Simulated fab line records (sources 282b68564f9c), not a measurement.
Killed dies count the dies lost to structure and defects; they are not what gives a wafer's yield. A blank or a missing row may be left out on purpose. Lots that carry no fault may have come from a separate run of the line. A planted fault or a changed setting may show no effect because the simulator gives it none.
Comparing a struck lot with a sound one || flow ritCmos || 43 steps out of a route of 202
Sound: wafers L866.1, L866.2, L866.3. Wafers struck: L864.2, L864.3, L864.4. The cause is given at the end.
For every step that has rows: the tool of each side, followed by ch and its chambers, followed by its first start. Under that, the readings that differ: sound wafers || struck wafers || difference of the means || sigmas: that difference in standard deviations of wafers without a fault.
alike: words and numbers the same on both sides, and readings whose means are apart by under 2 such deviations; not compared: readings that were withheld, readings missing a value for some wafer, numbers with overlapping values and no deviation given by the record, and bounds like >300 which may hide the same value.
A row with sigmas, a row that says differs or no value, or rows on one side alone: a step with any of these is where the two part. Non-overlapping numbers with no deviation appear without sigmas and do not part them. Lack of a reading on every wafer of one side parts them only where that side has two or more wafers.

first, 3 steps without rows for these wafers: RIT_PSD_HARDBAKE_07 (time 60 s); RIT_PSD_IMPLANT_08; RIT_PSD_STRIP_09 (strips in O2, time 180 s).
RIT_PSD_TW_MEAS_10:
  sound on filmMetro-04 at day 6 09:16; struck on filmMetro-04 at day 6 00:43
  alike: PSD_TW
then, 3 steps without rows for these wafers: RIT_SDANNEAL_CLEAN_00 (cleans in SC1, time 600 s); RIT_SDANNEAL_CLEAN_01 (cleans in dHF, time 30 s); RIT_SDANNEAL_CLEAN_02 (cleans in SC2, time 600 s).
RIT_SDANNEAL_RTA_03: time 5 s.
  sound on rtpAnneal-02 ch 0, day 6 09:42; struck on rtpAnneal-02 ch 0, day 6 01:11
  alike: wafer_temp_C_max
RIT_SDANNEAL_RS_MEAS_04: a four-point-probe measurement.
  sound on filmMetro-02 at day 6 09:46; struck on filmMetro-04 at day 6 01:15
  alike: PSD_RS
RIT_SDANNEAL_RS_MEAS_05: a four-point-probe measurement.
  sound on filmMetro-02 at day 6 09:53; struck on filmMetro-04 at day 6 01:22
  alike: NSD_RS
RIT_SDANNEAL_RS_MEAS_06: a four-point-probe measurement.
  sound on filmMetro-02 at day 6 10:00; struck on filmMetro-04 at day 6 01:29
  alike: PLDD_RS
RIT_SDANNEAL_RS_MEAS_07: a four-point-probe measurement.
  sound on filmMetro-02 at day 6 10:07; struck on filmMetro-04 at day 6 01:37
{"reading": "NLDD_RS (ohm/sq)", "sound": "151.3 151.2 151.3", "struck": "152.5 152.7 152.4", "difference": "+1.3", "sigmas": "+2"}
RIT_SILICIDE_WET_ETCH_00: etches SiO2 in BOE, target depth 14 nm, time 15 s.
  sound on wetBench-04 ch 2, day 6 10:14; struck on wetBench-03 ch 0, day 6 01:43
RIT_SILICIDE_SPUTTER_01: material Ti, target thk 30 nm, time 240 s.
  sound on pvdSputter-01 at day 6 10:15; struck on pvdSputter-01 at day 6 01:43
  alike: throttleValvePct
RIT_SILICIDE_RS_MEAS_02: a four-point-probe measurement.
  sound on filmMetro-03 at day 6 10:24; struck on filmMetro-03 at day 6 01:53
  alike: SILICIDE_TI_RS
RIT_SILICIDE_THK_MEAS_03: measures by xrf.
  sound on filmMetro-03 at day 6 10:31; struck on filmMetro-03 at day 6 02:00
  alike: SILICIDE_TI_THK
RIT_SILICIDE_RTA_04: time 10 s, ramp up 5 s, ramp down 5 s.
  sound on rtpAnneal-01 ch 0, day 6 10:35; struck on rtpAnneal-01 ch 0, day 6 02:04
  alike: wafer_temp_C_max
then, 2 steps without rows for these wafers: RIT_SILICIDE_WET_ETCH_05 (etches Ti in SPM, time 120 s); RIT_SILICIDE_RTA_06 (time 10 s, ramp up 5 s, ramp down 10 s).
RIT_CONTACT_CVD_00: deposits SiO2 from TEOS, target thk 400 nm, time 61 s.
  sound on pecvd-02 ch 0,1,2, day 6 10:46; struck on pecvd-04 ch 0,2, day 6 02:14
  alike: heaterPowerW
  not compared: sinceWetCleanH
RIT_CONTACT_THK_MEAS_01:
  sound on filmMetro-01 at day 6 10:49; struck on filmMetro-04 at day 6 02:17
  alike: CONTACT_TEOS_THK
then, 6 steps without rows for these wafers: RIT_CONTACT_HMDS_02 (prime time 60 s); RIT_CONTACT_COAT_03 (resist thk 987.5 nm); RIT_CONTACT_SOFTBAKE_04 (time 60 s); RIT_CONTACT_EXPOSE_05 (exposes mask M11, target cd 1000 nm); RIT_CONTACT_PEB_06; RIT_CONTACT_DEVELOP_07 (develop time 120 s).
RIT_CONTACT_CD_MEAS_08 targets a cd of 1000 nm.
  sound on cdSem-02 at day 6 11:58; struck on cdSem-02 at day 6 03:36
  alike: cdNm
RIT_CONTACT_OVL_MEAS_09:
  sound on overlay-02 at day 6 12:05; struck on overlay-02 at day 6 03:43
  alike: CONTACT_OVL
then, 2 steps without rows for these wafers: RIT_CONTACT_HARDBAKE_10 (time 60 s); RIT_CONTACT_ETCH_11 (etches SiO2 in CHF3/CF4/Ar, stops on TiSi2, target depth 480 nm, time 320 s).
RIT_CONTACT_STRIP_12: strips in O2, time 180 s.
  sound on plasmaAsher-03 ch 0,1, day 6 12:28; struck on plasmaAsher-03 ch 0,1, day 6 04:05
  alike: drypumpMotorCurrentA
  not compared: rfHoursCounterH
RIT_CONTACT_CD_MEAS_90 targets a cd of 1000 nm.
  sound on cdSem-01 at day 6 12:38; struck on cdSem-01 at day 6 04:17
  alike: cdNm
then, 3 steps without rows for these wafers: RIT_CONTACT_CLEAN_13 (cleans in SC1, time 600 s); RIT_CONTACT_CLEAN_14 (cleans in SC2, time 600 s); RIT_M1_SPUTTER_00 (material Al, target thk 400 nm, time 500 s).
RIT_M1_RS_MEAS_01: a four-point-probe measurement.
  sound on filmMetro-04 at day 6 13:24; struck on filmMetro-01 at day 6 05:04
  alike: M1_AL_RS
RIT_M1_THK_MEAS_02: measures by xrf.
  sound on filmMetro-04 at day 6 13:31; struck on filmMetro-01 at day 6 05:10
  alike: M1_AL_THK
then, 4 steps without rows for these wafers: RIT_M1_HMDS_03 (prime time 60 s); RIT_M1_COAT_04 (resist thk 1286 nm); RIT_M1_SOFTBAKE_05 (time 60 s); RIT_M1_EXPOSE_06 (exposes mask M12, target cd 2600 nm).
RIT_M1_PROBE_99:
  sound on prober-02 at day 6 17:14; struck on prober-02 at day 6 09:06
{"reading": "killed_at_M0_to_M3", "sound": "0 0 0", "struck": "0 1 0", "difference": "+0", "sigmas": "+3"}
{"reading": "killedAtFrontEnd", "sound": "8 9 5", "struck": "45 41 41", "difference": "+35", "sigmas": "+11"}
{"reading": "killedDies", "sound": "8 10 5", "struck": "45 42 41", "difference": "+35", "sigmas": "+11"}
{"reading": "killedOnRim", "sound": "2 2 3", "struck": "11 11 8", "difference": "+8", "sigmas": "+5"}
  alike: killedAtContacts, killedOpen, killedShort

== WHERE THEY PART ==
Earliest at RIT_SDANNEAL_RS_MEAS_07; latest, in this record, at RIT_M1_PROBE_99.

WHY: whatever the simulator had introduced
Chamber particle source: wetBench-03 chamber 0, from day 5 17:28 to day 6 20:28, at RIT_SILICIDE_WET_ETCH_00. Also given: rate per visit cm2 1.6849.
